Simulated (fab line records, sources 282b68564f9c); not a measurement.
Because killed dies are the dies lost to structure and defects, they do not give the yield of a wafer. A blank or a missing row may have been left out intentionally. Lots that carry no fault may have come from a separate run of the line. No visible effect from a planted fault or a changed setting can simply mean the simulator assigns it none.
fab line records    flow ritCmos
record lots=14  wafers=42  lastDay=7
route steps=202 shown NWELL@31
lots that met no fault: from a run of the same line without faults
startH: hours from the record's opening day to when the first of the lot's shown wafers began    waitH: time in hours since the lot's previous step    " unchanged from the row above    L1.1+2: a row that stands for several wafers    - value missing, or start not given    * or withheld: withheld    < > ~ a bound
route shown NAME@n: a module of which the file shows steps, and the number in the route of the first    usual: mean/standard deviation taken from wafers without a fault    same: alike in all rows    chamber/n: place in a boat    sites: per-site readings    _std_site: how widely they spread, as a standard deviation    _edge_site: mean of outer sites minus mean of inner sites    radiusMm: for every site, how far away it sits from the centre of the wafer    mask NAME#n: copy n    behind: the most recent tool/chamber to have shaped the wafer    hold: the reason the lot was held/the length of the hold in hours/how it ended    device: the n, p or np transistor that did not switch    end of line: the tests these same wafers got at the end of their route    for a step that has no rows: nothing shown but its recipe    killed: the dies lost at the first sort to structure and to defects; this is not the yield of the wafer    map: per-die view of a wafer (x killed, . not killed, _ where there is no die)
set.NAME: the run value of the setting; set.NAME@STEP: its run value at that earlier step    model.NAME: the simulator's own value behind a step, which no gauge read
steps of the route over a sample of lots; a table a step, a row a wafer
services: when a tool's chamber went out of use (startH, in hours from the record's first day, below 0 if earlier), for how many hours, and the reason
## steps
# step RIT_NWELL_EXPOSE_03
# recipe maskId=M2  na=0.57  targetCdNm=43900  doseMj=250
# usual exposureDoseMJCm2=250.04/0.24  focusOffsetNm=-0.2/0.59
lot.wafer  tool             chamber  startH  waitH  mask  exposureDoseMJCm2  focusOffsetNm
L314.2     ilineStepper-02  0        30.68   0.2    M2#0  250.39             -0.5
L314.4     "                0        "       "      M2#0  250.17             -1.3
L314.5     "                0        "       "      M2#0  250.08             -0.5
L315.1     ilineStepper-01  0        35.00   0.2    M2#0  250.04             -0.5
L315.5     "                0        "       "      M2#0  250.04             0.7
L315.6     "                0        "       "      M2#0  250.19             -0.9
L316.1     ilineStepper-02  0        41.73   0.2    M2#0  250.48             0.4
L316.4     "                0        "       "      M2#0  250.22             0.2
L316.6     "                0        "       "      M2#0  250.39             0.9
L319.2     ilineStepper-02  0        55.13   0.1    M2#0  249.93             0.1
L319.3     "                0        "       "      M2#0  250.16             -0.1
L319.4     "                0        "       "      M2#0  250.05             -0.5
L321.1     ilineStepper-01  0        66.09   0.2    M2#0  250.09             -0.9
L321.2     "                0        "       "      M2#0  250.21             -0.7
L321.6     "                0        "       "      M2#0  250.01             -0.1
L322.2     ilineStepper-02  0        72.29   0.2    M2#0  249.83             -0.4
L322.4     "                0        "       "      M2#0  249.76             -1.3
L322.6     "                0        "       "      M2#0  249.98             -0.9
L323.1     ilineStepper-01  0        78.08   0.3    M2#0  249.86             1.1
L323.4     "                0        "       "      M2#0  249.78             -0.7
L323.6     "                0        "       "      M2#0  249.76             -0.2
L325.2     ilineStepper-01  -        84.79   0.1    M2#0  -                  -
L325.4     "                -        "       "      M2#0  -                  -
L325.5     "                -        "       "      M2#0  -                  -
L326.1     ilineStepper-02  -        93.37   0.2    M2#0  -                  -
L326.3     "                -        "       "      M2#0  -                  -
L326.4     "                -        "       "      M2#0  -                  -
L331.1     ilineStepper-01  0        114.98  0.1    M2#0  250.68             -0.7
L331.2     "                0        "       "      M2#0  250.16             -0.5
L331.3     "                0        "       "      M2#0  250.13             0.5
L332.1     ilineStepper-02  0        122.45  0.2    M2#0  249.75             -0.3
L332.2     "                0        "       "      M2#0  249.86             -0.1
L332.3     "                0        "       "      M2#0  249.50             -0.3
L333.2     ilineStepper-02  0        127.75  0.1    M2#0  249.56             -0.3
L333.3     "                0        "       "      M2#0  249.76             -0.4
L333.6     "                0        "       "      M2#0  249.94             -0.7
L334.1     ilineStepper-01  0        132.27  0.2    M2#0  250.22             -1.7
L334.2     "                0        "       "      M2#0  250.32             -0.8
L334.5     "                0        "       "      M2#0  250.01             -0.4
L335.1     ilineStepper-02  0        138.65  0.2    M2#0  249.81             0.2
L335.2     "                0        "       "      M2#0  249.87             0.4
L335.4     "                0        "       "      M2#0  249.94             -0.1
## services
tool             chamber  startH  hours  kind
ilineStepper-01  -        42.90   2.1    pm
ilineStepper-01  -        44.98   -      consumableReplace:lamp
ilineStepper-02  -        68.03   1.7    pm
ilineStepper-01  -        93.41   1.7    pm
ilineStepper-01  -        135.73  3.9    repair
## key
firstSign step=RIT_NWELL_EXPOSE_03  reading=toolRecord  direction=missing
effect none on later readings
metAt RIT_NWELL_EXPOSE_03
struckLots L325,L326
sortLeftOut L325.2,L325.4,L325.5,L326.1,L326.3,L326.4
testerLeftOut L325,L326
onsetBetween 78.08 84.79
fault kind=skippedStepWhole  tool=ilineStepper-01,ilineStepper-02  chamber=-  onsetH=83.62  steps=RIT_NWELL_EXPOSE_03  scope=struckLotsOnly
# testerLeftOut: of these lots the tester's yield and bins aren't shown, on N5 and GAA mostly nor the transistor test; their killed dies are dies lost to structure and defects alone, not to doping, threshold or leakage, so they don't give the yield
# sortLeftOut: the simulated sort isn't trusted on such a fault, so these wafers' sort isn't shown, and their yield isn't known
